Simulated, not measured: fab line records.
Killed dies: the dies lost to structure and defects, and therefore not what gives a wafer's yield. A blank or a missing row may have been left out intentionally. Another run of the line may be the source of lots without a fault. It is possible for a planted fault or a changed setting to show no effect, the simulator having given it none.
fab line records	flow rit-cmos
record lots=6	wafers=18	last-day=7
route steps=202 shown PWELL@49 WELLDRIVE@50 NWELL@51 NRETRO@53 PRETRO@64 M1@202
lots with no fault: from the same line, run without faults
start-h: hours from the record's opening day to when the first of the lot's shown wafers began	wait-h: how many hours have passed since the lot's step before this one	" identical to the entry in the row above	L1.1+2: a row that stands for several wafers	- no value present, or no start provided	* or withheld: withheld	< > ~ a bound
route shown NAME@n: NAME is a module with steps in the file, n the number in the route of the first one	usual: the fault-free wafers' mean and standard deviation	same: alike in all rows	chamber/n: place in a boat	sites: the reading at each site	_std_site: the values' standard deviation	_edge_site: outer sites' mean less inner sites'	radius-mm: for every site, how far away it sits from the centre of the wafer	mask NAME#n: copy n	behind: the most recent tool/chamber to have shaped the wafer	hold: reason for holding the lot/hours on hold/outcome of the hold	device: whichever transistor did not switch (one of n, p or np)	end of line: the tests these same wafers got at the end of their route	for a step that has no rows: nothing shown but its recipe	killed: dies that structure and defects cost at the first sort, which is not the same as the wafer's yield	map: a wafer's dies, x killed, . not, _ none there
set.NAME: setting as actually run; set.NAME@STEP: the setting as run at that earlier step	model.NAME: the simulator's own value behind a step, which no gauge read
a table for each step, a row for each wafer; lots at some steps of the route
services: when a tool's chamber went out of use (start-h, in hours from the record's first day, below 0 if earlier), for how many hours, and the reason
## steps
# step RIT_PWELL_TW_MEAS_10
# usual PWELL_TW=952/4.9
lot.wafer	tool	chamber	start-h	wait-h	PWELL_TW
L421.1	film-metro-04	-	38.53	0.1	951
L421.3	"	-	"	"	954
L421.4	"	-	"	"	954
L422.3	film-metro-02	-	42.55	0.1	948
L422.4	"	-	"	"	948
L422.6	"	-	"	"	950
L434.2	film-metro-01	-	107.61	0.1	952
L434.4	"	-	"	"	950
L434.5	"	-	"	"	955
L435.1	film-metro-02	-	113.26	0.1	949
L435.5	"	-	"	"	955
L435.6	"	-	"	"	950
L436.1	film-metro-01	-	113.51	0.1	953
L436.2	"	-	"	"	954
L436.6	"	-	"	"	954
L440.2	film-metro-02	-	132.52	0.1	943
L440.3	"	-	"	"	954
L440.6	"	-	"	"	951
# step RIT_WELLDRIVE_ANNEAL_00
# recipe temp-c=1100	time-s=14700	ambient=N2
# step RIT_WELLDRIVE_RS_MEAS_01
# recipe thk-meas-gauge=four-point-probe
# usual NWELL_RS=275.1/0.73
lot.wafer	tool	chamber	start-h	wait-h	NWELL_RS[ohm/sq]
L421.1	film-metro-02	-	43.67	0.0	274.8
L421.3	"	-	"	"	275.1
L421.4	"	-	"	"	275.8
L422.3	film-metro-04	-	47.71	0.0	275.0
L422.4	"	-	"	"	275.0
L422.6	"	-	"	"	275.0
L434.2	film-metro-01	-	112.98	0.0	273.8
L434.4	"	-	"	"	274.3
L434.5	"	-	"	"	274.1
L435.1	film-metro-02	-	118.41	0.0	275.1
L435.5	"	-	"	"	275.3
L435.6	"	-	"	"	275.3
L436.1	film-metro-02	-	118.65	0.0	275.6
L436.2	"	-	"	"	276.4
L436.6	"	-	"	"	275.8
L440.2	film-metro-01	-	138.75	0.0	274.4
L440.3	"	-	"	"	274.9
L440.6	"	-	"	"	275.1
# step RIT_WELLDRIVE_RS_MEAS_02
# recipe thk-meas-gauge=four-point-probe
# usual PWELL_RS=429.1/1.1
lot.wafer	tool	chamber	start-h	wait-h	PWELL_RS[ohm/sq]
L421.1	film-metro-02	-	43.79	0.1	429.6
L421.3	"	-	"	"	428.3
L421.4	"	-	"	"	428.5
L422.3	film-metro-04	-	47.83	0.1	429.9
L422.4	"	-	"	"	429.4
L422.6	"	-	"	"	430.2
L434.2	film-metro-01	-	113.10	0.1	429.6
L434.4	"	-	"	"	429.1
L434.5	"	-	"	"	429.4
L435.1	film-metro-02	-	118.53	0.1	428.4
L435.5	"	-	"	"	426.9
L435.6	"	-	"	"	426.8
L436.1	film-metro-02	-	118.77	0.1	429.8
L436.2	"	-	"	"	427.8
L436.6	"	-	"	"	428.4
L440.2	film-metro-01	-	138.87	0.1	429.4
L440.3	"	-	"	"	427.8
L440.6	"	-	"	"	428.3
# step RIT_NRETRO_HMDS_00
# recipe prime-time-s=60	prime-temp-c=140
# step RIT_NRETRO_COAT_01
# recipe resist=NOVOLAK	spin-rpm=2000	resist-thk-nm=1300
# step RIT_NRETRO_SOFTBAKE_02
# recipe resist=NOVOLAK	temp-c=90	time-s=60
# step RIT_NRETRO_EXPOSE_03
# recipe mask-id=M4	na=0.57	target-cd-nm=43900	dose-mj=250
# step RIT_NRETRO_PEB_04
# recipe resist=NOVOLAK	temp-c=withheld	time-s=withheld
# step RIT_NRETRO_DEVELOP_05
# recipe resist=NOVOLAK	develop-time-s=68	dev-temp-c=23
# step RIT_NRETRO_OVL_MEAS_06
# usual NRETRO_OVL=1.1/1.4
lot.wafer	tool	chamber	start-h	wait-h	NRETRO_OVL[nm]
L421.1	overlay-01	-	44.79	-	-1.5
L421.3	"	-	"	"	-0.6
L421.4	"	-	"	"	0.1
L422.3	overlay-02	-	48.93	-	1.7
L422.4	"	-	"	"	0.5
L422.6	"	-	"	"	1.2
L434.2	overlay-01	-	114.08	-	2.0
L434.4	"	-	"	"	0.6
L434.5	"	-	"	"	1.3
L435.1	overlay-02	-	119.80	-	-2.3
L435.5	"	-	"	"	0.7
L435.6	"	-	"	"	0.0
L436.1	overlay-02	-	119.92	-	1.9
L436.2	"	-	"	"	0.7
L436.6	"	-	"	"	-0.2
L440.2	overlay-01	-	139.98	-	1.7
L440.3	"	-	"	"	-1.2
L440.6	"	-	"	"	-0.1
# step RIT_NRETRO_HARDBAKE_07
# recipe resist=NOVOLAK	temp-c=140	time-s=120
# step RIT_NRETRO_IMPLANT_08
# recipe species=P	energy-kev=70.83	dose-cm2=1e+13	tilt-deg=7
# usual dose-ions-cm2=1.0001e+13/1.1e+10	end-station-pressure-torr=5e-06/2.6e-07	faraday-current-uA=31.8/0.6
lot.wafer	tool	chamber	start-h	wait-h	dose-ions-cm2	end-station-pressure-torr	faraday-current-uA
L421.1	implanter-01	0	45.08	0.2	1.0006e+13	4.78e-06	32.1
L421.3	"	0	"	"	9.993e+12	4.96e-06	31.9
L421.4	"	0	"	"	9.995e+12	4.71e-06	32.0
L422.3	implanter-03	0	49.25	0.2	9.994e+12	4.72e-06	31.4
L422.4	"	0	"	"	9.985e+12	4.67e-06	31.9
L422.6	"	0	"	"	9.987e+12	5.4e-06	32.6
L434.2	implanter-03	0	114.39	0.2	1.0009e+13	4.85e-06	31.7
L434.4	"	0	"	"	1.0013e+13	5.1e-06	32.4
L434.5	"	0	"	"	1.0002e+13	5.05e-06	32.0
L435.1	implanter-02	0	120.33	0.2	1.0002e+13	5.41e-06	32.0
L435.5	"	0	"	"	9.995e+12	4.76e-06	31.8
L435.6	"	0	"	"	9.992e+12	4.99e-06	32.6
L436.1	implanter-01	0	120.57	0.2	1.6207e+13	4.87e-06	51.1
L436.2	"	0	"	"	1.621e+13	5.11e-06	50.9
L436.6	"	0	"	"	1.6215e+13	5.1e-06	52.7
L440.2	implanter-01	0	140.28	0.2	1.6211e+13	4.83e-06	52.5
L440.3	"	0	"	"	1.619e+13	5.23e-06	52.2
L440.6	"	0	"	"	1.6173e+13	4.72e-06	52.0
# step RIT_NRETRO_STRIP_09
# recipe chemistry=O2	time-s=180	resist=NOVOLAK	platen-temp-c=withheld	power-w=500	pressure-mtorr=4000	o2-flow-sccm=4000
# usual drypump-motor-current-A=5.8/0.44
lot.wafer	tool	chamber	start-h	wait-h	drypump-motor-current-A	rf-hours-counter-h
L421.1	plasma-asher-02	0	45.23	0.1	6.5	44
L421.3	"	1	"	"	5.8	-
L421.4	"	0	"	"	6.6	-
L422.3	plasma-asher-03	1	49.41	0.1	5.6	-
L422.4	"	0	"	"	5.7	-
L422.6	"	1	"	"	5.6	-
L434.2	plasma-asher-03	1	114.51	0.1	5.6	37
L434.4	"	0	"	"	5.7	-
L434.5	"	1	"	"	5.6	-
L435.1	plasma-asher-03	1	120.48	0.1	5.6	38
L435.5	"	1	"	"	5.6	-
L435.6	"	0	"	"	5.7	-
L436.1	plasma-asher-03	0	120.72	0.1	5.7	38
L436.2	"	1	"	"	5.6	38
L436.6	"	0	"	"	5.7	-
L440.2	plasma-asher-02	0	140.41	0.1	6.5	3
L440.3	"	0	"	"	6.6	-
L440.6	"	1	"	"	5.8	-
# step RIT_NRETRO_TW_MEAS_10
# usual NRETRO_TW=1048/8.7
lot.wafer	tool	chamber	start-h	wait-h	NRETRO_TW
L421.1	film-metro-01	-	45.40	0.1	1048
L421.3	"	-	"	"	1052
L421.4	"	-	"	"	1053
L422.3	film-metro-04	-	49.55	0.1	1047
L422.4	"	-	"	"	1051
L422.6	"	-	"	"	1048
L434.2	film-metro-01	-	114.70	0.1	1053
L434.4	"	-	"	"	1054
L434.5	"	-	"	"	1060
L435.1	film-metro-01	-	120.66	0.1	1062
L435.5	"	-	"	"	1068
L435.6	"	-	"	"	1066
L436.1	film-metro-01	-	120.89	0.1	1243
L436.2	"	-	"	"	1246
L436.6	"	-	"	"	1244
L440.2	film-metro-03	-	140.59	0.1	1212
L440.3	"	-	"	"	1215
L440.6	"	-	"	"	1215
# step RIT_PRETRO_HMDS_00
# recipe prime-time-s=60	prime-temp-c=140
# step RIT_M1_PROBE_99
# usual killed_at_M0_to_M3=0.0/0.12	killed-at-front-end=7/3	killed-dies=7/3	killed-open=3.2/2	killed-short=3.5/2.1
# same gross-dies=264	killed_at_M4_up=0	killed-at-back-side=0	killed-at-contacts=0	killed-at-other=0
lot.wafer	tool	chamber	start-h	wait-h	killed_at_M0_to_M3	killed-at-front-end	killed-dies	killed-open	killed-short	model.etest.pmos_0p3.r-on-ohm-um	model.etest.pmos-turned.r-on-ohm-um	model.etest.pmos_0p15.r-on-ohm-um	model.etest.pmos_0p15.drive-ua-um	model.etest.pmos-turned.drive-ua-um	model.etest.pmos-narrow.drive-ua-um	model.etest.pmos_0p3.drive-ua-um	model.etest.well-edge-left.line-ohm-um
L421.1	prober-01	-	76.49	0.1	0	6	6	2	4	6265	3402	2787	254.5	193.2	100.8	101.3	179.1
L421.3	prober-01	-	76.59	0.2	0	2	2	1	1	6156	3349	2712	260.3	198.1	103	104.1	181.1
L421.4	prober-01	-	76.64	0.2	1	4	5	1	4	6193	3414	2759	254	193.2	101.2	101.2	184.3
L422.3	prober-02	-	79.41	0.2	0	11	11	5	6	6159	3288	2660	265.7	201.6	102.5	103.4	182.1
L422.4	prober-02	-	79.46	0.2	0	6	6	1	5	6138	3262	2659	267.5	204.8	101.8	103.5	182.3
L422.6	prober-02	-	79.56	0.2	0	3	3	2	1	6214	3291	2663	266.6	204.4	101.9	102.3	184.6
L434.2	prober-02	-	143.76	0.1	0	11	11	8	3	6225	3539	2778	255.7	178.3	104.9	102.6	183.3
L434.4	prober-02	-	143.86	0.2	0	7	7	5	2	6090	3404	2647	269.9	190.5	107.3	106.2	181
L434.5	prober-02	-	143.91	0.2	0	8	8	3	5	6085	3428	2670	266.3	188.2	107.3	105.8	180.2
L435.1	prober-01	-	147.40	0.1	0	4	4	2	2	6198	3452	2801	254.7	193.3	103.2	102.7	181
L435.5	prober-01	-	147.60	0.2	0	11	11	2	9	6248	3514	2852	249.8	187.7	102.8	102.3	179.7
L435.6	prober-01	-	147.65	0.2	0	4	4	1	3	6260	3546	2871	245.2	184.5	102.3	100.5	176.5
L436.1	prober-02	-	150.68	0.1	0	4	4	2	2	6888	3829	2961	225.4	155.6	85.09	86.05	170.9
L436.2	prober-02	-	150.73	0.1	0	8	8	3	5	6928	3938	2990	223.4	148	84	84.54	176.6
L436.6	prober-02	-	150.93	0.2	0	5	5	1	4	6829	3829	2931	227	153.1	84.76	86.05	172.6
L440.2	prober-02	-	167.46	0.1	0	9	9	6	3	6996	3935	3050	215	153.3	81.28	81.54	174.1
L440.3	prober-02	-	167.51	0.2	0	5	5	1	4	6948	3902	3083	216.8	153.9	81.47	83.09	173.6
L440.6	prober-02	-	167.66	0.2	0	8	8	2	6	7109	3824	2996	220.8	156.1	78.6	80.69	174.3
# killed by level:class
L421.1 SPACER:geometric-particle:short=3 GATE:geometric-particle:short=1 REOX:geometric-particle:open=1 SILICIDE:geometric-particle:open=1
L421.3 GATE:geometric-particle:short=1 GATE:geometric-particle:open=1
L421.4 FOX2:geometric-particle:short=2 GATE:geometric-particle:short=2 M1:geometric-particle:open=1
L422.3 GATE:geometric-particle:open=2 GATE:geometric-particle:short=2 SPACER:geometric-particle:open=2 SPACER:geometric-particle:short=2 REOX:geometric-particle:short=1 SILICIDE:geometric-particle:short=1 SILICIDE:geometric-particle:open=1
L422.4 FOX1:geometric-particle:short=3 GATE:geometric-particle:open=1 REOX:geometric-particle:short=1 SPACER:geometric-particle:short=1
L422.6 REOX:geometric-particle:short=1 SPACER:geometric-particle:open=1 SILICIDE:geometric-particle:open=1
L434.2 GATE:geometric-particle:open=3 REOX:geometric-particle:open=2 SILICIDE:geometric-particle:open=2 FOX1:geometric-particle:short=1 SPACER:geometric-particle:open=1 SPACER:geometric-particle:short=1 SILICIDE:geometric-particle:short=1
L434.4 GATE:geometric-particle:open=2 FOX1:geometric-particle:open=1 SPACER:geometric-particle:open=1 SPACER:geometric-particle:short=1 SILICIDE:geometric-particle:open=1 SILICIDE:geometric-particle:short=1
L434.5 SPACER:geometric-particle:short=3 SILICIDE:geometric-particle:short=2 GATE:geometric-particle:open=1 REOX:geometric-particle:open=1 SPACER:geometric-particle:open=1
L435.1 FOX1:geometric-particle:open=2 FOX1:geometric-particle:short=1 SPACER:geometric-particle:short=1
L435.5 FOX1:geometric-particle:short=3 GATE:geometric-particle:short=3 SPACER:geometric-particle:open=2 SPACER:geometric-particle:short=1 REOX:geometric-particle:short=1 SILICIDE:geometric-particle:short=1
L435.6 FOX1:geometric-particle:short=1 FOX2:geometric-particle:open=1 REOX:geometric-particle:short=1 SPACER:geometric-particle:short=1
L436.1 SILICIDE:geometric-particle:short=2 FOX1:geometric-particle:open=1 SILICIDE:geometric-particle:open=1
L436.2 GATE:geometric-particle:short=3 SPACER:geometric-particle:short=2 SILICIDE:geometric-particle:open=2 SPACER:geometric-particle:open=1
L436.6 GATE:geometric-particle:short=2 FOX1:geometric-particle:short=1 GATE:geometric-particle:open=1 REOX:geometric-particle:short=1
L440.2 FOX1:geometric-particle:open=3 FOX1:geometric-particle:short=1 GATE:geometric-particle:short=1 GATE:geometric-particle:open=1 REOX:geometric-particle:open=1 SPACER:geometric-particle:open=1 SILICIDE:geometric-particle:short=1
L440.3 REOX:geometric-particle:short=2 FOX1:geometric-particle:short=1 SPACER:geometric-particle:short=1 SILICIDE:geometric-particle:open=1
L440.6 GATE:geometric-particle:short=2 FOX1:geometric-particle:open=1 FOX1:geometric-particle:short=1 FOX2:geometric-particle:short=1 REOX:geometric-particle:open=1 REOX:geometric-particle:short=1 STARTING-WAFER:geometric-particle:short=1
## services
tool	chamber	start-h	hours	kind
implanter-02	-	23.10	1.3	repair
plasma-asher-03	-	56.99	10.5	repair
implanter-01	-	67.17	1.5	repair
implanter-01	-	70.49	13.5	repair
implanter-03	-	72.41	9.4	repair
plasma-asher-02	-	108.75	9.0	pm
plasma-asher-02	0	108.75	9.0	vent-cycle
plasma-asher-02	1	108.75	9.0	vent-cycle
plasma-asher-02	0	117.75	-	clean
plasma-asher-02	1	117.75	-	clean
## key
first-sign step=RIT_NRETRO_IMPLANT_08	reading=dose-ions-cm2	direction=up	sigmas=99+	usual=1.0001e+13	struck=1.6201e+13
effect step=RIT_NRETRO_IMPLANT_08	reading=faraday-current-uA	direction=up	sigmas=34	usual=31.8	struck=51.9
effect step=RIT_NRETRO_TW_MEAS_10	reading=NRETRO_TW	direction=up	sigmas=21	usual=1048	struck=1229
model-effect step=RIT_M1_PROBE_99	value=etest.pmos_0p3.r-on-ohm-um	without=6306	struck=6950
met-at RIT_NRETRO_IMPLANT_08
struck-wafers L436.1,L436.2,L436.6,L440.2,L440.3,L440.6
tester-left-out L436,L440
onset-between 45.08 120.57
fault kind=process-parameter-drift	tool=implanter-01	chamber=-	onset-h=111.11	steps=RIT_NRETRO_IMPLANT_08	channel=dose-cm2	offset=6.1932e+12	shape=step	end-h=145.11	acts-in=these-recipes-only	stated=1e+13
# tester-left-out: of these lots the tester's yield and bins aren't shown, on N5 and GAA mostly nor the transistor test; their killed dies are dies lost to structure and defects alone, not to doping, threshold or leakage, so they don't give the yield
